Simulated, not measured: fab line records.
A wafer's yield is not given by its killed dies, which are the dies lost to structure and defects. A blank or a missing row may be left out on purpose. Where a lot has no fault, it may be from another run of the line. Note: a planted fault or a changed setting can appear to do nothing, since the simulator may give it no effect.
One fault through the eyes of 2 desks    flow berkeley_cmos170    every desk sees just its own numbers, and what lay behind them comes last

TOOL OWNER'S DESK, rie_diel-04
The tool's own readings at UCB170_SPACER_ETCHBACK_03 (etches SiO2 in CHF3/CF4/Ar, stops on Si, target depth 376 nm, time 100 s): means of the sampled wafers that have a number, for each lot that ran on this tool. If a lot's mean is further than 4 standard deviations from the usual mean, the lot is out of limits and carries the mark OUT (the distance appears in the brackets).
Columns: A = drypump_motor_current_A at UCB170_SPACER_ETCHBACK_03, usual 5.7 A; B = oes_product_au at UCB170_SPACER_ETCHBACK_03, usual 0.899 a.u.; C = throttle_valve_pct at UCB170_SPACER_ETCHBACK_03, usual 6.46 %
lot   first seen here  A    B      C
L357  day 8 00:53      5.9  0.884  6.38
L361  day 8 22:23      5.5  0.876  6.40
L365  day 9 19:46      5.7  0.887  6.40
Finding of this desk: none of the 3 lots has anything out of limits.

THE METROLOGY DESK
Lot by lot, what the gauges showed, no matter which tool ran the lot: averages of those sampled wafers that carry a number. If a lot's mean is further than 4 standard deviations from the usual mean, the lot is out of limits and carries the mark OUT (the distance appears in the brackets). Only the readings that lie furthest out on some lot appear, 7 of the 10 it has.
Columns: A = NLDD_OVL at UCB170_NLDD_OVL_MEAS_07, usual -5 nm; B = NLDD_TW at UCB170_NLDD_TW_MEAS_11, usual 2212; C = cd_nm at UCB170_PSD_CD_MEAS_06, usual 1200.2 nm; D = PSD_TW at UCB170_PSD_TW_MEAS_10, usual 2326; E = cd_nm at UCB170_NSD_CD_MEAS_06, usual 1200.6 nm; F = NSD_OVL at UCB170_NSD_OVL_MEAS_07, usual -2 nm; G = NSD_TW at UCB170_NSD_TW_MEAS_10, usual 4187
lot   first seen here  A   B     C       D     E       F   G
L354  day 7 05:48      -5  2225  1198.9  2354  1200.3  6   4254
L357  day 7 21:09      -9  2193  1199.2  2356  1197.9  -8  4179
L361  day 8 18:56      -9  2255  1201.0  2321  1201.6  -2  4110
L365  day 9 13:40      -7  2176  1201.8  2288  1201.4  10  4163
L367  day 9 23:31      3   2224  1197.2  2336  1200.9  0   4190
L371  day 10 22:46     2   2242  1197.9  2361  1200.0  -7  4249
Finding of this desk: none of the 6 lots has anything out of limits.

BROUGHT TOGETHER
The tool owner's desk saw nothing out of limits.
Metrology desk: nothing out of limits seen.

WHAT THE SIMULATOR HAD PUT IN
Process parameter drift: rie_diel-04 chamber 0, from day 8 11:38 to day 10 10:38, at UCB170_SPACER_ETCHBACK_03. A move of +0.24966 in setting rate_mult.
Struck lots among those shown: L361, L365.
